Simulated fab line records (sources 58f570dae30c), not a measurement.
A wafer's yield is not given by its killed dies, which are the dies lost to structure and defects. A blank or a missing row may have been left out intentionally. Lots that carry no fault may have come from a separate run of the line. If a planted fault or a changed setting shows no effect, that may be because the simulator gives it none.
fab line records :: flow berkeley-cmos170
record:
  lots: 5
  wafers: 23
route steps=331 shown M2@283
start-h: start of the lot's first displayed wafer, in hours after the record's first day :: wait-h: how many hours have passed since the lot's step before this one :: " repeats the value in the row above :: L1.1+2: a single row standing in for several wafers :: - either no value or no given start :: * or withheld: withheld :: < > ~ a bound
route shown NAME@n: names a module that has steps shown in the file, with the first one's number in the route :: usual: mean and standard deviation over wafers with no fault :: same: alike in all rows :: chamber/n: place in a boat :: sites: per-site readings :: _std_site: the standard deviation of these :: _edge_site: inner sites' mean taken away from outer sites' mean :: radius-mm: how far each site lies from the wafer's centre :: mask NAME#n: copy n :: behind: tool/chamber where the wafer was last shaped :: hold: why the lot was held/for how many hours/how that ended :: device: names the non-switching transistor (n, p or np) :: end of line: the same wafers' tests at the end of the route :: step lacking rows: just its recipe :: killed: at the first sort, the dies lost to defects and structure; wafer yield is something else :: map: the dies of a wafer, with x for killed, . for not killed, _ for no die there
set.NAME: the run value of the setting; set.NAME@STEP: its run value at that earlier step :: model.NAME: the simulator's own value behind a step, which no gauge read
lots with deliberately changed settings; one table per step, one row per wafer
== steps ==
step: UCB170_M2_EXPOSE_12
recipe:
  mask-id: METAL2
  target-cd-nm: 700
  na: 0.5
  sigma-outer: 0.6
  source-shape: conventional
  dose-mj: 26
lot.wafer: L074.1+2+3
tool: krf-scanner-01
chamber: 0
start-h: 162.05
wait-h: -
mask: METAL2#0
set.dose-mj: 26

lot.wafer: L074.4+5
tool: krf-scanner-01
chamber: 0
start-h: 162.05
wait-h: -
mask: METAL2#0
set.dose-mj: 27.31

lot.wafer: L078.1+2+6
tool: krf-scanner-02
chamber: 0
start-h: 180.62
wait-h: -
mask: METAL2#0
set.dose-mj: 26

lot.wafer: L082.2+3+5
tool: krf-scanner-01
chamber: 0
start-h: 188.45
wait-h: -
mask: METAL2#0
set.dose-mj: 26

lot.wafer: L082.4+6
tool: krf-scanner-01
chamber: 0
start-h: 188.45
wait-h: -
mask: METAL2#0
set.dose-mj: 25.17

lot.wafer: L080.1+2+3+4+6
tool: krf-scanner-02
chamber: 0
start-h: 195.98
wait-h: -
mask: METAL2#0
set.dose-mj: 26

lot.wafer: L083.1+2+5
tool: krf-scanner-02
chamber: 0
start-h: 196.58
wait-h: -
mask: METAL2#0
set.dose-mj: 26

lot.wafer: L083.4+6
tool: krf-scanner-02
chamber: 0
start-h: 196.58
wait-h: -
mask: METAL2#0
set.dose-mj: 24.43
step: UCB170_M2_PEB_13
recipe:
  peb-temp-c: 130
  peb-time-s: withheld
  resist: KrF
step: UCB170_M2_DEVELOP_14
recipe:
  developer: TMAH
  develop-time-s: 45
  resist: KrF
  dev-temp-c: 21
step: UCB170_M2_CD_MEAS_15
recipe:
  target-cd-nm: 700
usual:
  cd-nm: 700.5/1.3
lot.wafer: L074.1
tool: cd-sem-01
chamber: -
start-h: 162.78
wait-h: -
set.dose-mj@M2_EXPOSE_12: 26
cd-nm: 702.6

lot.wafer: L074.2
tool: cd-sem-01
chamber: -
start-h: 162.78
wait-h: -
set.dose-mj@M2_EXPOSE_12: 26
cd-nm: 702.0

lot.wafer: L074.3
tool: cd-sem-01
chamber: -
start-h: 162.78
wait-h: -
set.dose-mj@M2_EXPOSE_12: 26
cd-nm: 703.2

lot.wafer: L074.4
tool: cd-sem-01
chamber: -
start-h: 162.78
wait-h: -
set.dose-mj@M2_EXPOSE_12: 27.31
cd-nm: 693.7

lot.wafer: L074.5
tool: cd-sem-01
chamber: -
start-h: 162.78
wait-h: -
set.dose-mj@M2_EXPOSE_12: 27.31
cd-nm: 692.4

lot.wafer: L078.1
tool: cd-sem-01
chamber: -
start-h: 181.35
wait-h: -
set.dose-mj@M2_EXPOSE_12: 26
cd-nm: 701.2

lot.wafer: L078.2
tool: cd-sem-01
chamber: -
start-h: 181.35
wait-h: -
set.dose-mj@M2_EXPOSE_12: 26
cd-nm: 699.5

lot.wafer: L078.6
tool: cd-sem-01
chamber: -
start-h: 181.35
wait-h: -
set.dose-mj@M2_EXPOSE_12: 26
cd-nm: 699.9

lot.wafer: L082.2
tool: cd-sem-02
chamber: -
start-h: 188.87
wait-h: -
set.dose-mj@M2_EXPOSE_12: 26
cd-nm: 700.5

lot.wafer: L082.3
tool: cd-sem-02
chamber: -
start-h: 188.87
wait-h: -
set.dose-mj@M2_EXPOSE_12: 26
cd-nm: 700.9

lot.wafer: L082.4
tool: cd-sem-02
chamber: -
start-h: 188.87
wait-h: -
set.dose-mj@M2_EXPOSE_12: 25.17
cd-nm: 707.7

lot.wafer: L082.5
tool: cd-sem-02
chamber: -
start-h: 188.87
wait-h: -
set.dose-mj@M2_EXPOSE_12: 26
cd-nm: 701.1

lot.wafer: L082.6
tool: cd-sem-02
chamber: -
start-h: 188.87
wait-h: -
set.dose-mj@M2_EXPOSE_12: 25.17
cd-nm: 706.9

lot.wafer: L080.1
tool: cd-sem-02
chamber: -
start-h: 197.11
wait-h: -
set.dose-mj@M2_EXPOSE_12: 26
cd-nm: 698.7

lot.wafer: L080.2
tool: cd-sem-02
chamber: -
start-h: 197.11
wait-h: -
set.dose-mj@M2_EXPOSE_12: 26
cd-nm: 699.1

lot.wafer: L080.3
tool: cd-sem-02
chamber: -
start-h: 197.11
wait-h: -
set.dose-mj@M2_EXPOSE_12: 26
cd-nm: 697.9

lot.wafer: L080.4
tool: cd-sem-02
chamber: -
start-h: 197.11
wait-h: -
set.dose-mj@M2_EXPOSE_12: 26
cd-nm: 696.8

lot.wafer: L080.6
tool: cd-sem-02
chamber: -
start-h: 197.11
wait-h: -
set.dose-mj@M2_EXPOSE_12: 26
cd-nm: 698.6

lot.wafer: L083.1
tool: cd-sem-02
chamber: -
start-h: 197.50
wait-h: -
set.dose-mj@M2_EXPOSE_12: 26
cd-nm: 700.6

lot.wafer: L083.2
tool: cd-sem-02
chamber: -
start-h: 197.50
wait-h: -
set.dose-mj@M2_EXPOSE_12: 26
cd-nm: 700.9

lot.wafer: L083.4
tool: cd-sem-02
chamber: -
start-h: 197.50
wait-h: -
set.dose-mj@M2_EXPOSE_12: 24.43
cd-nm: 713.7

lot.wafer: L083.5
tool: cd-sem-02
chamber: -
start-h: 197.50
wait-h: -
set.dose-mj@M2_EXPOSE_12: 26
cd-nm: 700.1

lot.wafer: L083.6
tool: cd-sem-02
chamber: -
start-h: 197.50
wait-h: -
set.dose-mj@M2_EXPOSE_12: 24.43
cd-nm: 712.2
step: UCB170_M2_ETCH_17
recipe:
  chemistry: N2/H2
  target-depth-a: withheld
  overetch-a: withheld
  target: BARC
  time-s: withheld
  source-w: 500
  bias-w: 100
  pressure-mtorr: 30
  n2-flow-sccm: 100
  h2-flow-sccm: 200
lot.wafer: L074.1
tool: rie-diel-03
chamber: 1
start-h: 162.94
wait-h: 0.0
set.dose-mj@M2_EXPOSE_12: 26
model.M2.cd-nm: 701.9

lot.wafer: L074.2
tool: rie-diel-03
chamber: 2
start-h: 162.94
wait-h: 0.0
set.dose-mj@M2_EXPOSE_12: 26
model.M2.cd-nm: 702.3

lot.wafer: L074.3
tool: rie-diel-03
chamber: 0
start-h: 162.94
wait-h: 0.0
set.dose-mj@M2_EXPOSE_12: 26
model.M2.cd-nm: 703.9

lot.wafer: L074.4
tool: rie-diel-03
chamber: 3
start-h: 162.94
wait-h: 0.0
set.dose-mj@M2_EXPOSE_12: 27.31
model.M2.cd-nm: 694.4

lot.wafer: L074.5
tool: rie-diel-03
chamber: 3
start-h: 162.94
wait-h: 0.0
set.dose-mj@M2_EXPOSE_12: 27.31
model.M2.cd-nm: 693.4

lot.wafer: L078.1
tool: rie-diel-02
chamber: 3
start-h: 181.50
wait-h: 0.0
set.dose-mj@M2_EXPOSE_12: 26
model.M2.cd-nm: 701.6

lot.wafer: L078.2
tool: rie-diel-02
chamber: 0
start-h: 181.50
wait-h: 0.0
set.dose-mj@M2_EXPOSE_12: 26
model.M2.cd-nm: 699.2

lot.wafer: L078.6
tool: rie-diel-02
chamber: 1
start-h: 181.50
wait-h: 0.0
set.dose-mj@M2_EXPOSE_12: 26
model.M2.cd-nm: 698.6

lot.wafer: L082.2
tool: rie-diel-04
chamber: 1
start-h: 189.01
wait-h: 0.0
set.dose-mj@M2_EXPOSE_12: 26
model.M2.cd-nm: 700.1

lot.wafer: L082.3
tool: rie-diel-04
chamber: 2
start-h: 189.01
wait-h: 0.0
set.dose-mj@M2_EXPOSE_12: 26
model.M2.cd-nm: 700.8

lot.wafer: L082.4
tool: rie-diel-04
chamber: 0
start-h: 189.01
wait-h: 0.0
set.dose-mj@M2_EXPOSE_12: 25.17
model.M2.cd-nm: 709.3

lot.wafer: L082.5
tool: rie-diel-04
chamber: 3
start-h: 189.01
wait-h: 0.0
set.dose-mj@M2_EXPOSE_12: 26
model.M2.cd-nm: 701.1

lot.wafer: L082.6
tool: rie-diel-04
chamber: 0
start-h: 189.01
wait-h: 0.0
set.dose-mj@M2_EXPOSE_12: 25.17
model.M2.cd-nm: 708.1

lot.wafer: L080.1
tool: rie-diel-02
chamber: 2
start-h: 197.26
wait-h: 0.0
set.dose-mj@M2_EXPOSE_12: 26
model.M2.cd-nm: 698.1

lot.wafer: L080.2
tool: rie-diel-02
chamber: 3
start-h: 197.26
wait-h: 0.0
set.dose-mj@M2_EXPOSE_12: 26
model.M2.cd-nm: 699.6

lot.wafer: L080.3
tool: rie-diel-02
chamber: 0
start-h: 197.26
wait-h: 0.0
set.dose-mj@M2_EXPOSE_12: 26
model.M2.cd-nm: 697.9

lot.wafer: L080.4
tool: rie-diel-02
chamber: 1
start-h: 197.26
wait-h: 0.0
set.dose-mj@M2_EXPOSE_12: 26
model.M2.cd-nm: 696.1

lot.wafer: L080.6
tool: rie-diel-02
chamber: 2
start-h: 197.26
wait-h: 0.0
set.dose-mj@M2_EXPOSE_12: 26
model.M2.cd-nm: 698.3

lot.wafer: L083.1
tool: rie-diel-02
chamber: 0
start-h: 197.66
wait-h: 0.0
set.dose-mj@M2_EXPOSE_12: 26
model.M2.cd-nm: 699.9

lot.wafer: L083.2+5
tool: rie-diel-02
chamber: 2,0
start-h: 197.66
wait-h: 0.0
set.dose-mj@M2_EXPOSE_12: 26
model.M2.cd-nm: 700.1

lot.wafer: L083.4
tool: rie-diel-02
chamber: 3
start-h: 197.66
wait-h: 0.0
set.dose-mj@M2_EXPOSE_12: 24.43
model.M2.cd-nm: 714.2

lot.wafer: L083.6
tool: rie-diel-02
chamber: 3
start-h: 197.66
wait-h: 0.0
set.dose-mj@M2_EXPOSE_12: 24.43
model.M2.cd-nm: 712.2
step: UCB170_M2_METAL_ETCH_18
recipe:
  chemistry: Cl2/BCl3
  target: Al
  stop-on: SiO2
  pressure-mtorr: 12
  target-depth-a: 11700
  over-etch-frac: 0.3
  time-s: 195
  icp-w: 600
  bias-w: 120
  Cl2_flow_sccm: 90
  bcl3-flow-sccm: 45
step: UCB170_M2_STRIP_19
recipe:
  chemistry: O2
  power-w: 400
  pressure-mtorr: 3500
  platen-temp-c: withheld
  o2-flow-sccm: 400
  overash-fraction: 0.5
step: UCB170_M2_CD_MEAS_90
recipe:
  target-cd-nm: 700
usual:
  cd-nm: 700/3.9
lot.wafer: L074.1
tool: cd-sem-02
chamber: -
start-h: 163.34
wait-h: 0.1
set.dose-mj@M2_EXPOSE_12: 26
cd-nm: 702

lot.wafer: L074.2
tool: cd-sem-02
chamber: -
start-h: 163.34
wait-h: 0.1
set.dose-mj@M2_EXPOSE_12: 26
cd-nm: 707

lot.wafer: L074.3
tool: cd-sem-02
chamber: -
start-h: 163.34
wait-h: 0.1
set.dose-mj@M2_EXPOSE_12: 26
cd-nm: 703

lot.wafer: L074.4
tool: cd-sem-02
chamber: -
start-h: 163.34
wait-h: 0.1
set.dose-mj@M2_EXPOSE_12: 27.31
cd-nm: 698

lot.wafer: L074.5
tool: cd-sem-02
chamber: -
start-h: 163.34
wait-h: 0.1
set.dose-mj@M2_EXPOSE_12: 27.31
cd-nm: 694

lot.wafer: L078.1
tool: cd-sem-02
chamber: -
start-h: 181.90
wait-h: 0.1
set.dose-mj@M2_EXPOSE_12: 26
cd-nm: 705

lot.wafer: L078.2
tool: cd-sem-02
chamber: -
start-h: 181.90
wait-h: 0.1
set.dose-mj@M2_EXPOSE_12: 26
cd-nm: 701

lot.wafer: L078.6
tool: cd-sem-02
chamber: -
start-h: 181.90
wait-h: 0.1
set.dose-mj@M2_EXPOSE_12: 26
cd-nm: 702

lot.wafer: L082.2
tool: cd-sem-02
chamber: -
start-h: 189.36
wait-h: 0.1
set.dose-mj@M2_EXPOSE_12: 26
cd-nm: 697

lot.wafer: L082.3
tool: cd-sem-02
chamber: -
start-h: 189.36
wait-h: 0.1
set.dose-mj@M2_EXPOSE_12: 26
cd-nm: 699

lot.wafer: L082.4
tool: cd-sem-02
chamber: -
start-h: 189.36
wait-h: 0.1
set.dose-mj@M2_EXPOSE_12: 25.17
cd-nm: 710

lot.wafer: L082.5
tool: cd-sem-02
chamber: -
start-h: 189.36
wait-h: 0.1
set.dose-mj@M2_EXPOSE_12: 26
cd-nm: 700

lot.wafer: L082.6
tool: cd-sem-02
chamber: -
start-h: 189.36
wait-h: 0.1
set.dose-mj@M2_EXPOSE_12: 25.17
cd-nm: 709

lot.wafer: L080.1
tool: cd-sem-01
chamber: -
start-h: 197.59
wait-h: 0.1
set.dose-mj@M2_EXPOSE_12: 26
cd-nm: 701

lot.wafer: L080.2
tool: cd-sem-01
chamber: -
start-h: 197.59
wait-h: 0.1
set.dose-mj@M2_EXPOSE_12: 26
cd-nm: 703

lot.wafer: L080.3
tool: cd-sem-01
chamber: -
start-h: 197.59
wait-h: 0.1
set.dose-mj@M2_EXPOSE_12: 26
cd-nm: 700

lot.wafer: L080.4
tool: cd-sem-01
chamber: -
start-h: 197.59
wait-h: 0.1
set.dose-mj@M2_EXPOSE_12: 26
cd-nm: 702

lot.wafer: L080.6
tool: cd-sem-01
chamber: -
start-h: 197.59
wait-h: 0.1
set.dose-mj@M2_EXPOSE_12: 26
cd-nm: 704

lot.wafer: L083.1
tool: cd-sem-01
chamber: -
start-h: 198.18
wait-h: 0.1
set.dose-mj@M2_EXPOSE_12: 26
cd-nm: 694

lot.wafer: L083.2
tool: cd-sem-01
chamber: -
start-h: 198.18
wait-h: 0.1
set.dose-mj@M2_EXPOSE_12: 26
cd-nm: 694

lot.wafer: L083.4
tool: cd-sem-01
chamber: -
start-h: 198.18
wait-h: 0.1
set.dose-mj@M2_EXPOSE_12: 24.43
cd-nm: 706

lot.wafer: L083.5
tool: cd-sem-01
chamber: -
start-h: 198.18
wait-h: 0.1
set.dose-mj@M2_EXPOSE_12: 26
cd-nm: 692

lot.wafer: L083.6
tool: cd-sem-01
chamber: -
start-h: 198.18
wait-h: 0.1
set.dose-mj@M2_EXPOSE_12: 24.43
cd-nm: 705
== key ==
split:
  step: UCB170_M2_EXPOSE_12
  setting: dose-mj
  stated: 26
  by: wafer
response:
  step: UCB170_M2_CD_MEAS_15
  reading: cd-nm
  change: -2
  per: 1%
  r: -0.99
response:
  step: UCB170_M2_ETCH_17
  reading: model.M2.cd-nm
  change: -2.08
  per: 1%
  r: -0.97
response:
  step: UCB170_M2_CD_MEAS_90
  reading: cd-nm
  change: -2.11
  per: 1%
  r: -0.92
